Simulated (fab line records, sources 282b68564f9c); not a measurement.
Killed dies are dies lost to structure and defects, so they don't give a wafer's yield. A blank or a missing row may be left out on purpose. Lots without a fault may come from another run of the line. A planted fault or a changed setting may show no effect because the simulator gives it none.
Which tool did it? | flow rit_cmos | 14 lots, 42 wafers sampled, at 5 steps of a route of 202

WHAT THE GAUGES READ, wafer by wafer
RIT_PRETRO_TW_MEAS_10.
lot  | measured    | on            | PRETRO_TW
L717 | day 2 09:18 | film_metro-02 | 469 468 470
L719 | day 2 20:47 | film_metro-02 | 469 471 468
L720 | day 2 23:05 | film_metro-04 | 476 481 478
L722 | day 3 11:19 | film_metro-04 | 454 456 453
L723 | day 3 16:17 | film_metro-02 | 445 447 451 449 449 448
L724 | day 3 19:40 | film_metro-04 | 470 477 477
L732 | day 5 12:40 | film_metro-04 | 483 481 481
L733 | day 5 17:30 | film_metro-02 | 473 471 469
L734 | day 5 23:10 | film_metro-04 | 483 480 480
L736 | day 6 10:49 | film_metro-04 | 477 481 480
L737 | day 6 12:22 | film_metro-04 | 478 480 479
L738 | day 6 18:54 | film_metro-02 | 476 479 478
L739 | day 7 00:10 | film_metro-04 | 479 479 481
L740 | day 7 05:04 | film_metro-04 | 480 481 478

RIT_CONTACT_CD_MEAS_90: target cd 1000 nm.
lot  | measured    | on        | cd_nm (nm)
L717 | day 3 06:37 | cd_sem-01 | 997.8 996.7 997.7
L719 | day 3 19:27 | cd_sem-01 | 999.5 997.8 997.5
L720 | day 3 21:27 | cd_sem-01 | 1002.2 998.4 1000.9
L722 | day 4 08:03 | cd_sem-01 | 1002.4 1003.5 1002.4
L723 | day 4 21:38 | cd_sem-01 | 995.9 999.2 997.1
L724 | day 4 19:43 | cd_sem-01 | 997.4 997.7 997.6
L732 | day 6 10:04 | cd_sem-02 | 999.5 999.1 998.1
L733 | day 6 15:24 | cd_sem-02 | 1003.7 1004.0 1003.2
L734 | day 6 22:42 | cd_sem-02 | 1001.2 1000.3 1000.2
L736 | day 7 08:30 | cd_sem-01 | 997.1 997.4 997.8
L737 | day 7 11:02 | cd_sem-02 | 1003.4 1002.3 1002.7
L738 | day 7 17:31 | cd_sem-01 | 1001.4 999.6 1000.1
L739 | day 7 23:28 | cd_sem-02 | 999.5 1000.5 998.3
L740 | day 8 01:01 | cd_sem-01 | 1001.6 999.5 1001.8

RIT_M1_CD_MEAS_90: target cd 2600 nm.
lot  | measured    | on        | cd_nm (nm)
L717 | day 3 09:40 | cd_sem-01 | 2596.1 2598.9 2597.4
L719 | day 3 22:13 | cd_sem-01 | 2598.2 2599.2 2599.5
L720 | day 4 00:15 | cd_sem-01 | 2596.8 2600.3 2600.3
L722 | day 4 10:55 | cd_sem-01 | 2596.2 2600.3 2598.6
L723 | day 5 00:25 | cd_sem-01 | 2591.6 2597.4 2594.3
L724 | day 4 22:29 | cd_sem-01 | 2598.8 2598.3 2597.9
L732 | day 6 12:56 | cd_sem-01 | 2597.7 2593.3 2596.4
L733 | day 6 18:16 | cd_sem-02 | 2603.1 2602.7 2601.7
L734 | day 7 01:27 | cd_sem-01 | 2598.2 2596.9 2599.4
L736 | day 7 11:22 | cd_sem-02 | 2591.0 2593.3 2593.3
L737 | day 7 14:13 | cd_sem-01 | 2600.2 2603.4 2599.7
L738 | day 7 20:31 | cd_sem-02 | 2597.6 2593.9 2598.5
L739 | day 8 02:16 | cd_sem-02 | 2594.3 2598.6 2594.2
L740 | day 8 04:07 | cd_sem-01 | 2598.4 2597.8 2593.4

RIT_M1_BOW_MEAS_16.
lot  | measured    | on            | M1_BOW (um)
L717 | day 3 11:17 | film_metro-03 | 21 8 18
L719 | day 3 23:50 | film_metro-03 | 13 14 0
L720 | day 4 01:52 | film_metro-03 | 36 6 16
L722 | day 4 12:32 | film_metro-02 | 12 16 19
L723 | day 5 02:02 | film_metro-02 | 20 16 30
L724 | day 5 00:06 | film_metro-02 | 22 20 17
L732 | day 6 14:33 | film_metro-03 | 20 13 9
L733 | day 6 19:56 | film_metro-02 | 8 21 20
L734 | day 7 03:04 | film_metro-03 | 8 21 17
L736 | day 7 12:59 | film_metro-03 | 13 19 17
L737 | day 7 15:50 | film_metro-03 | 27 26 9
L738 | day 7 22:08 | film_metro-02 | 9 19 21
L739 | day 8 03:53 | film_metro-01 | 23 20 34
L740 | day 8 05:44 | film_metro-01 | 18 23 8

WHICH TOOL RAN EACH LOT (tool, then ch and the chambers of the sampled wafers, then the start)
lot  | RIT_PRETRO_IMPLANT_08
L717 | implanter-03 ch 0, day 2 08:59
L719 | implanter-01 ch 0, day 2 20:28
L720 | implanter-01 ch 0, day 2 22:47
L722 | implanter-01 ch 0, day 3 10:59
L723 | implanter-01 ch 0, day 3 15:59
L724 | implanter-03 ch 0, day 3 19:22
L732 | implanter-02 ch 0, day 5 12:22
L733 | implanter-02 ch 0, day 5 17:11
L734 | implanter-03 ch 0, day 5 22:53
L736 | implanter-02 ch 0, day 6 10:29
L737 | implanter-01 ch 0, day 6 12:04
L738 | implanter-01 ch 0, day 6 18:35
L739 | implanter-01 ch 0, day 6 23:50
L740 | implanter-02 ch 0, day 7 04:47
- RIT_PRETRO_IMPLANT_08

WHAT THE TOOLS THEMSELVES READ (means of the sampled wafers that have a number; where no wafer has one, the mark that the record gives instead)
The record holds no such reading with a usual standard deviation.

THE ANSWER, worked out from the rows above alone
Rule: what is usual is taken from the lots themselves. Put in order of their means at a reading, lots are off if they are a third of the lots or fewer, leave a main group of 4 or more, and stand apart from it by a gap of 3 or more times the standard deviation of the main group's means; of several such gaps the widest counts. A main group whose means are all the same, to the digits that the tables above print for the reading, isn't used. A lot without any number at a reading at which 4 lots or more have one is off too. The other lots that the step has rows for count as sound. The gauges are gone through in route order, then the tools' own readings, and for those a lot's mean is taken as printed above. The first step at which some lot is off is used, and at that step the reading that is off furthest; a lot without a number counts as furthest.
Off: L722, L723, at RIT_PRETRO_TW_MEAS_10 (PRETRO_TW). The main group: mean 477, standard deviation 4.3.
A tool fits if, at a process step before that reading, it ran every lot that is off, and no sound lot after the first of them. The gauges at RIT_PRETRO_TW_MEAS_10 are tried like those tools. None of those tried fits.

WHAT THE SIMULATOR HAD PUT IN
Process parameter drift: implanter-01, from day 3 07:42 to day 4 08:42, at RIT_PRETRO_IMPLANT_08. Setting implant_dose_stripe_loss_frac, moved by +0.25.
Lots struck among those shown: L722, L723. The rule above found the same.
